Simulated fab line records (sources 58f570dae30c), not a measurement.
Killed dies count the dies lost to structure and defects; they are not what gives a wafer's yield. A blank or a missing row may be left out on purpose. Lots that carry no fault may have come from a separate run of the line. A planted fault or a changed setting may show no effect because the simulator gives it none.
2 desks, one fault | flow berkeley-cmos170 | numbers are kept per desk, each desk with only its own; the story behind them comes last

== AT THE METROLOGY DESK ==
What the gauges read, lot by lot, whatever tool the lot ran on: means of the sampled wafers that have a number. If a lot's mean is further than 4 standard deviations from the usual mean, the lot is out of limits and carries the mark OUT (the distance appears in the brackets).
Columns: A = NWELL_TW at UCB170_NWELL_TW_MEAS_16, usual 1250; B = ACTIVE_OXIDE_THK at UCB170_ACTIVE_THK_MEAS_03, usual 26.5 nm; C = cd-nm at UCB170_M2_CD_MEAS_15, usual 699.7 nm
lot  | first seen here | A    | B    | C
L130 | day 2 10:47     | 1251 | 26.5 | 701.9
L132 | day 2 21:28     | 1255 | 27.2 | 702.1
L133 | day 3 04:10     | 1249 | 26.7 | 701.1
L134 | day 3 09:40     | 1250 | 27.1 | 698.3
L135 | day 3 09:50     | 1253 | 27.6 | 699.9
L136 | day 3 18:46     | 1250 | 26.7 | 699.7
L137 | day 4 00:05     | 1243 | 25.4 | 697.9
L138 | day 4 00:21     | 1252 | 26.6 | 698.8
L139 | day 4 10:07     | 1249 | 26.4 | 699.2
L140 | day 4 10:22     | 1255 | 26.5 | 699.3
L142 | day 5 02:12     | 1241 | 26.7 | 698.8
L144 | day 5 11:19     | 1243 | 26.6 | 698.3
L152 | day 7 01:29     | 1246 | 26.1 | 698.7
L153 | day 7 09:07     | 1247 | 26.0 | 699.0
This desk's verdict: no lot among the 14 shows anything out of limits.

== FOR THE TOOL OWNER'S DESK: litho-track-04 ==
UCB170_M2_COAT_09, tool's own readings: per-lot mean of the sampled wafers with a number, covering each lot this tool ran. If a lot's mean is further than 4 standard deviations from the usual mean, the lot is out of limits and carries the mark OUT (the distance appears in the brackets).
Columns: A = spin-speed-rpm at UCB170_M2_COAT_09, usual 3000.0 rpm
lot  | first seen here | A
L135 | day 9 05:40     | 2997.6
L136 | day 9 12:59     | 3001.8
L139 | day 10 02:46    | 3001.7
L137 | day 10 03:10    | 3001.5
L140 | day 10 04:34    | 2808.9 (-87) OUT
L144 | day 11 13:50    | 2809.2 (-87) OUT
Finding of this desk: L140, L144 out of limits; the first was L140 at day 10 04:34, on spin-speed-rpm at UCB170_M2_COAT_09. Within limits: L135, L136, L139, L137.

== TAKEN TOGETHER ==
On L140, L144, at day 10 04:34, an alarm was possible from the tool owner's desk.
Metrology desk: nothing out of limits seen.
The metrology desk has L140, L144 on record, within its limits.
UCB170_M2_COAT_09 was run on litho-track-04 by each of the lots named.

== WHAT HAD BEEN PUT IN BY THE SIMULATOR ==
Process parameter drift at UCB170_M2_COAT_09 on litho-track-04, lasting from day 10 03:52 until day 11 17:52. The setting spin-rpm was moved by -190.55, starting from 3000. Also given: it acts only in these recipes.
Lots struck among those shown: L140, L144.
How many hours passed from the start of the fault until each desk's first out-of-limits reading: the tool owner's desk, 1.
